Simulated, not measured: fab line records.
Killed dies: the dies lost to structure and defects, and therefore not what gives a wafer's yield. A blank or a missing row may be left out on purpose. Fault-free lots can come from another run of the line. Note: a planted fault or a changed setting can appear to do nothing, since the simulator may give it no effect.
Which tool did it?	flow berkeley_cmos170	Sampling: 15 lots, 45 wafers, 4 of 331 route steps

WHAT THE GAUGES SHOWED, per wafer
UCB170_NSD_OVL_MEAS_07. Usual: NSD_OVL -1 nm, standard deviation 6.6.
lot	measured	on	NSD_OVL (nm)	flag
L232	day 6 16:37	overlay-02	2 -1 3	
L233	day 7 19:51	overlay-01	-2 3 -7	
L235	day 7 20:03	overlay-01	-5 -2 6	
L238	day 8 13:38	overlay-01	5 -3 -1	
L237	day 8 14:00	overlay-01	4 1 -1	
L242	day 9 07:40	overlay-01	-4 -5 -7	
L240	day 9 08:01	overlay-02	-1 -1 9	
L241	day 9 08:16	overlay-01	13 21 5	
L247	day 10 06:45	overlay-01	-7 2 -15	
L248	day 10 07:47	overlay-01	0 -1 0	
L246	day 10 08:08	overlay-02	5 5 4	
L252	day 11 03:02	overlay-01	-2 -2 -2	
L251	day 11 03:05	overlay-01	-2 9 4	
L253	day 11 03:26	overlay-01	-5 -3 -8	
L249	day 11 03:44	overlay-01	-6 -17 -11	

UCB170_M1_CD_MEAS_09: the cd target is 700 nm. Usual: 699.9 nm for cd_nm, sd 1.6.
lot	measured	on	cd_nm (nm)	flag
L232	day 7 01:37	cd_sem-02	702.1 701.9 702.0	
L233	day 8 04:10	cd_sem-01	698.0 697.7 698.7	
L242	day 9 19:35	cd_sem-02	702.2 701.1 701.2	
L240	day 9 19:50	cd_sem-02	698.9 698.2 698.9	
L241	day 9 20:17	cd_sem-02	701.4 701.3 701.0	
L247	day 10 19:30	cd_sem-01	699.4 699.5 700.3	
L248	day 10 19:43	cd_sem-02	697.8 697.3 698.4	
L246	day 10 21:23	cd_sem-01	699.0 699.0 698.9	
L252	day 11 11:24	cd_sem-01	699.6 700.1 700.5	
L251	day 11 11:11	cd_sem-02	698.4 698.5 699.5	
L253	day 11 13:52	cd_sem-02	698.8 699.1 698.3	
L249	day 11 13:11	cd_sem-01	696.7 698.3 697.4	

WHICH TOOL RAN EACH LOT (tool, then ch and the chambers of the sampled wafers, then the start)
lot	UCB170_CONTACT_STRIP_06	UCB170_CONTACT_STRIP_19
L232	plasma_asher-03 ch 0,1, day 6 21:40	plasma_asher-03 ch 0,1, day 6 23:33
L233	plasma_asher-03 ch 0,1, day 8 00:32	plasma_asher-04 ch 0,1, day 8 02:39
L235	plasma_asher-01 ch 0,1, day 8 01:14	plasma_asher-03 ch 0,1, day 8 03:26
L238	plasma_asher-04 ch 0, day 8 19:11	plasma_asher-03 ch 1, day 8 22:01
L237	plasma_asher-03 ch 0,1, day 8 19:56	plasma_asher-01 ch 0,1, day 8 22:28
L242	plasma_asher-03 ch 0,1, day 9 14:05	plasma_asher-01 ch 0,1, day 9 16:54
L240	plasma_asher-01 ch 0,1, day 9 14:14	plasma_asher-01 ch 0,1, day 9 16:58
L241	plasma_asher-03 ch 0,1, day 9 14:19	plasma_asher-01 ch 0,1, day 9 17:37
L247	plasma_asher-01 ch 0,1, day 10 12:48	plasma_asher-01 ch 0,1, day 10 15:16
L248	plasma_asher-03 ch 0,1, day 10 14:56	plasma_asher-01 ch 0,1, day 10 16:49
L246	plasma_asher-01 ch 0,1, day 10 16:20	plasma_asher-01 ch 0,1, day 10 19:53
L252	plasma_asher-03 ch 0, day 11 07:55	plasma_asher-03 ch 0,1, day 11 09:41
L251	plasma_asher-01 ch 0,1, day 11 07:52	plasma_asher-04 ch 0,1, day 11 09:31
L253	plasma_asher-04 ch 0,1, day 11 09:46	plasma_asher-04 ch 0, day 11 11:34
L249	plasma_asher-01 ch 0,1, day 11 09:48	plasma_asher-03 ch 0,1, day 11 11:20
- UCB170_CONTACT_STRIP_06: strips in O2.
- UCB170_CONTACT_STRIP_19: strips in O2.

WHAT THE TOOLS THEMSELVES READ (means of the sampled wafers that have a number; where no wafer has one, the mark that the record gives instead)
UCB170_CONTACT_STRIP_06. Usual: chamber_pressure_mTorr 3500 mTorr, standard deviation 3.3; drypump_motor_current_A 5.7 A, standard deviation 0.59; oes_product_au 0.734 a.u., standard deviation 0.0041; strip_time_to_endpoint_s 21.99 s, standard deviation 0.07.
lot	tool	chamber_pressure_mTorr (mTorr)	drypump_motor_current_A (A)	oes_product_au (a.u.)	strip_time_to_endpoint_s (s)	flag
L232	plasma_asher-03	3499	5.3	0.730	22.04	
L233	plasma_asher-03	3501	5.3	0.740	21.92	
L235	plasma_asher-01	3499	5.9	0.738	21.89	
L238	plasma_asher-04	3502	5.4	0.737	21.99	
L237	plasma_asher-03	3499	5.3	0.737	21.99	
L242	plasma_asher-03	3499	5.3	0.732	21.99	
L240	plasma_asher-01	3500	5.9	0.730	21.96	
L241	plasma_asher-03	3498	5.3	0.736	21.90	
L247	plasma_asher-01	3497	6.3	0.731	22.05	
L248	plasma_asher-03	3502	5.3	0.734	21.93	
L246	plasma_asher-01	3501	5.9	0.737	22.06	
L252	plasma_asher-03	3501	5.2	0.736	22.06	
L251	plasma_asher-01	3501	5.9	0.734	22.06	
L253	plasma_asher-04	3500	6.1	0.738	21.96	
L249	plasma_asher-01	3499	5.9	0.733	21.87	

UCB170_CONTACT_STRIP_19. Usual: chamber_pressure_mTorr 3500 mTorr, standard deviation 3.1; drypump_motor_current_A 5.8 A, standard deviation 0.61; oes_product_au 0.726 a.u., standard deviation 0.004.
lot	tool	chamber_pressure_mTorr (mTorr)	drypump_motor_current_A (A)	oes_product_au (a.u.)	flag
L232	plasma_asher-03	3500	5.3	0.726	
L233	plasma_asher-04	3503	5.8	0.729	
L235	plasma_asher-03	-	-	-	OFF
L238	plasma_asher-03	-	-	-	OFF
L237	plasma_asher-01	-	-	-	OFF
L242	plasma_asher-01	3497	5.9	0.723	
L240	plasma_asher-01	3498	6.3	0.725	
L241	plasma_asher-01	3503	5.9	0.727	
L247	plasma_asher-01	3501	5.9	0.722	
L248	plasma_asher-01	3500	6.3	0.726	
L246	plasma_asher-01	3501	5.9	0.728	
L252	plasma_asher-03	3503	5.3	0.729	
L251	plasma_asher-04	3500	6.2	0.726	
L253	plasma_asher-04	3496	5.4	0.723	
L249	plasma_asher-03	3501	5.4	0.730	

THE ANSWER, worked out from the rows above alone
Rule: take the mean of a lot's wafers that have a number; if it is more than 3 standard deviations from the usual mean, the lot is off. Also off: a lot with no number at a reading for which 4 or more lots have one. Where the step has rows for the other lots, those lots are counted as sound. The gauges are gone through in route order, then the tools' own readings, and for those a lot's mean is taken as printed above. At the first step where some lot is off, the reading lying furthest off is the one used; lots without a number count as furthest.
Off, at UCB170_CONTACT_STRIP_19 on chamber_pressure_mTorr: L235, L238, L237. Without a number there: L235, L238, L237.
A tool fits if, at that step or a process step before it, it ran every lot that is off, and no sound lot after the first of them. Not one of the candidates tried fits.

WHAT THE SIMULATOR PUT IN
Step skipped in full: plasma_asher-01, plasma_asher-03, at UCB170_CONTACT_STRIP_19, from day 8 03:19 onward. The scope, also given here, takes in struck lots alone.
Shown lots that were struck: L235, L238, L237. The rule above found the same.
